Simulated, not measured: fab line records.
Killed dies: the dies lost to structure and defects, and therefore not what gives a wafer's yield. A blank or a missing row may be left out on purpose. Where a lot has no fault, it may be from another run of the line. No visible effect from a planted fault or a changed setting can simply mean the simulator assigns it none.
Which tool did it? ; flow rit-cmos ; 21 wafers from 7 lots sampled at 2 of the route's 202 steps

WHAT THE GAUGES READ, wafer by wafer
RIT_GATE_THK_MEAS_09.
lot;measured;on;GATE_POLY_THK (nm)
L730;day 2 18:43;film-metro-01;252.0 251.2 251.0
L733;day 3 07:19;film-metro-04;250.9 250.1 252.1
L735;day 3 18:26;film-metro-04;248.9 245.8 252.0
L739;day 4 13:09;film-metro-03;253.6 253.7 253.2
L743;day 5 10:37;film-metro-04;247.2 247.5 246.8
L747;day 6 06:37;film-metro-03;270.7 271.6 269.5
L752;day 7 05:58;film-metro-01;248.0 248.4 247.9

EACH LOT AND THE TOOL THAT RAN IT (in order: tool; ch and the chambers of the sampled wafers; start)
lot;RIT_GATE_CVD_08
L730;lpcvd-01 ch 0, day 2 17:05
L733;lpcvd-01 ch 0, day 3 05:41
L735;lpcvd-01 ch 0, day 3 16:49
L739;lpcvd-01 ch 0, day 4 11:32
L743;lpcvd-02 ch 0, day 5 09:00
L747;lpcvd-02 ch 0, day 6 04:11
L752;lpcvd-01 ch 1, day 7 04:20
- RIT_GATE_CVD_08: deposits poly-Si from SiH4, target thk 250 nm, time 2220 s.

THE ANSWER, worked out from the rows above alone
Rule: the usual values come from the lots themselves. The widest of any qualifying gaps counts: lots, ordered by their means at a reading, are off when they make up no more than a third of the lots, leave a main group of 4 or more, and stand apart from it by 3 or more times the standard deviation of that group's means. Not used: any main group whose means are identical at the precision the tables above print for the reading. Also off: a lot with no number at a reading for which 4 or more lots have one. Where the step has rows for the other lots, those lots are counted as sound.
Off: at RIT_GATE_THK_MEAS_09 (GATE_POLY_THK), L747. The main group has a mean of 250.0 nm with a standard deviation of 2.2.
A tool fits if, at a process step before that reading, it ran every lot that is off, and no sound lot after the first of them. The gauges at RIT_GATE_THK_MEAS_09 are tried like those tools. 2 tools fit, lpcvd-02 at RIT_GATE_CVD_08 and film-metro-03 at RIT_GATE_THK_MEAS_09, so this cannot tell which one it is.

WHAT THE SIMULATOR PUT IN
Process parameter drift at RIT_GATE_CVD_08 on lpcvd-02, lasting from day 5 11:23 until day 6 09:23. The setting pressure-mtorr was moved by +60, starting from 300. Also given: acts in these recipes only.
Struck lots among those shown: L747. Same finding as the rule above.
